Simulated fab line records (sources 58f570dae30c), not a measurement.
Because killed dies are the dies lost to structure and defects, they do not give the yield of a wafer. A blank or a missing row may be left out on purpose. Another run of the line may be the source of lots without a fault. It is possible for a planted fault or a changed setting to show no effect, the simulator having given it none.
Chamber matching :: flow berkeley cmos170 :: UCB170_ZERO_ETCH_06 on rie diel-03 has 4 sister chambers
The step etches SiO2 in CHF3/CF4/Ar, time 12 s. 4 wafers are shown with their chamber, then 7 later ones without.

WAFERS, EACH WITH ITS CHAMBER
wafer: L408.2
chamber: 3
drypump motor current A (A): 4.9

wafer: L408.4
chamber: 0
drypump motor current A (A): 6.0

wafer: L409.1
chamber: 1
drypump motor current A (A): 6.5

wafer: L409.5
chamber: 2
drypump motor current A (A): 5.9

WAFERS WHOSE CHAMBER IS MISSING
wafer: L409.6
drypump motor current A (A): 6.5

wafer: L413.3
drypump motor current A (A): 5.8

wafer: L413.4
drypump motor current A (A): 6.0

wafer: L413.5
drypump motor current A (A): 6.5

wafer: L414.2
drypump motor current A (A): 6.0

wafer: L414.3
drypump motor current A (A): 6.5

wafer: L414.5
drypump motor current A (A): 5.8

WHICH CHAMBER EACH ONE RAN IN
wafer: L409.6
from the rows above: 1
in truth: 1

wafer: L413.3
from the rows above: can't be placed: 2 or 0
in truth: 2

wafer: L413.4
from the rows above: can't be placed: 0 or 2
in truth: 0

wafer: L413.5
from the rows above: 1
in truth: 1

wafer: L414.2
from the rows above: can't be placed: 0 or 2
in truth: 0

wafer: L414.3
from the rows above: 1
in truth: 1

wafer: L414.5
from the rows above: can't be placed: 2 or 0
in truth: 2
Correct placement for 3 of the 7. From these rows, 4 cannot be placed; in 4 the true chamber is one of the candidates. 0 placed wrongly.
How it was worked out, from the rows above alone: a wafer's distance from a chamber is the root of the sum, over the readings, of the square of ((its reading less the chamber's mean) divided by the reading's scatter). The wafer belongs to the nearest chamber; if the next one is less than 2 further off, it can't be placed. For every chamber, the mean is computed from those of its wafers that are shown. The scatter: with one shown wafer a chamber, the root of the mean of the squares of how far each hidden wafer lies from its nearest shown one.
